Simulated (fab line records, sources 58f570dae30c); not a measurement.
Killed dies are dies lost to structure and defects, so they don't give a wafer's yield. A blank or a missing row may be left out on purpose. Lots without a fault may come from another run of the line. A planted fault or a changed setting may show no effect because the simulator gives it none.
Split-lot experiment | flow berkeley_cmos170 | 5 lots, 23 wafers read, on a route of 331 steps

THE SPLIT
At UCB170_CONTACT_CVD_01 (deposits PSG from SiH4/O2/PH3, target thk 700 nm, time 2820 s), the setting time_s was moved away from the recipe's 2820 s on 10 of the 23 wafers read, by +6.1% to +6.6%. The other wafers ran this setting at the recipe's value.

The file shows no step between the split and the reading.

THE READING
CONTACT_PSG_THK, in nm, at UCB170_CONTACT_THK_MEAS_02. Fault-free wafers of this fab line usually give 702 nm, standard deviation 7.5 nm.

wafer  | tool, chamber at the split | time_s as run, s | against the recipe | CONTACT_PSG_THK, nm | against lot-mates on the recipe
L074.3 | lpcvd-02, 0                | 2820             | recipe             | 708                 | -
L074.4 | lpcvd-02, 0                | 2820             | recipe             | 701                 | -
L074.5 | lpcvd-02, 0                | 2820             | recipe             | 703                 | -
L076.1 | -, -                       | 2820             | recipe             | 699                 | -
L076.3 | -, -                       | 2820             | recipe             | 706                 | -
L076.4 | -, -                       | 2820             | recipe             | 708                 | -
L076.5 | -, -                       | 2820             | recipe             | 700                 | -
L076.6 | -, -                       | 2820             | recipe             | 703                 | -
L075.2 | -, -                       | 2820             | recipe             | 702                 | -
L075.3 | -, -                       | 2820             | recipe             | 702                 | -
L075.4 | -, -                       | 2820             | recipe             | 696                 | -
L075.5 | -, -                       | 2820             | recipe             | 700                 | -
L075.6 | -, -                       | 2820             | recipe             | 700                 | -
L078.1 | -, -                       | 2991             | +6.1%              | 749                 | no lot-mate on the recipe
L078.2 | -, -                       | 2991             | +6.1%              | 751                 | no lot-mate on the recipe
L078.3 | -, -                       | 2991             | +6.1%              | 745                 | no lot-mate on the recipe
L078.4 | -, -                       | 2991             | +6.1%              | 750                 | no lot-mate on the recipe
L078.5 | -, -                       | 2991             | +6.1%              | 747                 | no lot-mate on the recipe
L085.1 | -, -                       | 3005             | +6.6%              | 753                 | no lot-mate on the recipe
L085.3 | -, -                       | 3005             | +6.6%              | 746                 | no lot-mate on the recipe
L085.4 | -, -                       | 3005             | +6.6%              | 755                 | no lot-mate on the recipe
L085.5 | -, -                       | 3005             | +6.6%              | 752                 | no lot-mate on the recipe
L085.6 | -, -                       | 3005             | +6.6%              | 747                 | no lot-mate on the recipe

THE FIT
A straight line over all 23 wafers: CONTACT_PSG_THK changes by +7.49 nm for each +1% of time_s; r = +0.99; the points scatter about the line by 3.4 nm.
Too few moved wafers have a lot-mate on the recipe to fit a line with each lot's own level taken away.

THE WHOLE CHAIN: every reading that the file lists as answering this split, in the file's order
step                       | what it does                                                               | reading                                                                       | change (the file's fit)             | r (the file's)
UCB170_CONTACT_CVD_01      | deposits PSG from SiH4/O2/PH3, target thk 700 nm, time 2820 s              | PSG_of_CONTACT_CVD_01.thk_nm (the simulator's own value, which no gauge read) | +7.5 nm for each +1% of the setting | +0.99
UCB170_CONTACT_THK_MEAS_02 |                                                                            | CONTACT_PSG_THK                                                               | +7.5 for each +1% of the setting    | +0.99
UCB170_CONTACT_ETCH_18     | etches PSG in CHF3/CF4/Ar, stops on TiSi2, target depth 840 nm, time 195 s | etch.depth_nm (the simulator's own value, which no gauge read)                | +7.5 nm for each +1% of the setting | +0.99
UCB170_CONTACT_ETCH_18     | etches PSG in CHF3/CF4/Ar, stops on TiSi2, target depth 840 nm, time 195 s | CONTACT.feature_depth_nm (the simulator's own value, which no gauge read)     | +7.5 nm for each +1% of the setting | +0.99

THE FILE'S OWN FIT
CONTACT_PSG_THK changes by +7.5 nm for each +1% of time_s, r = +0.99.
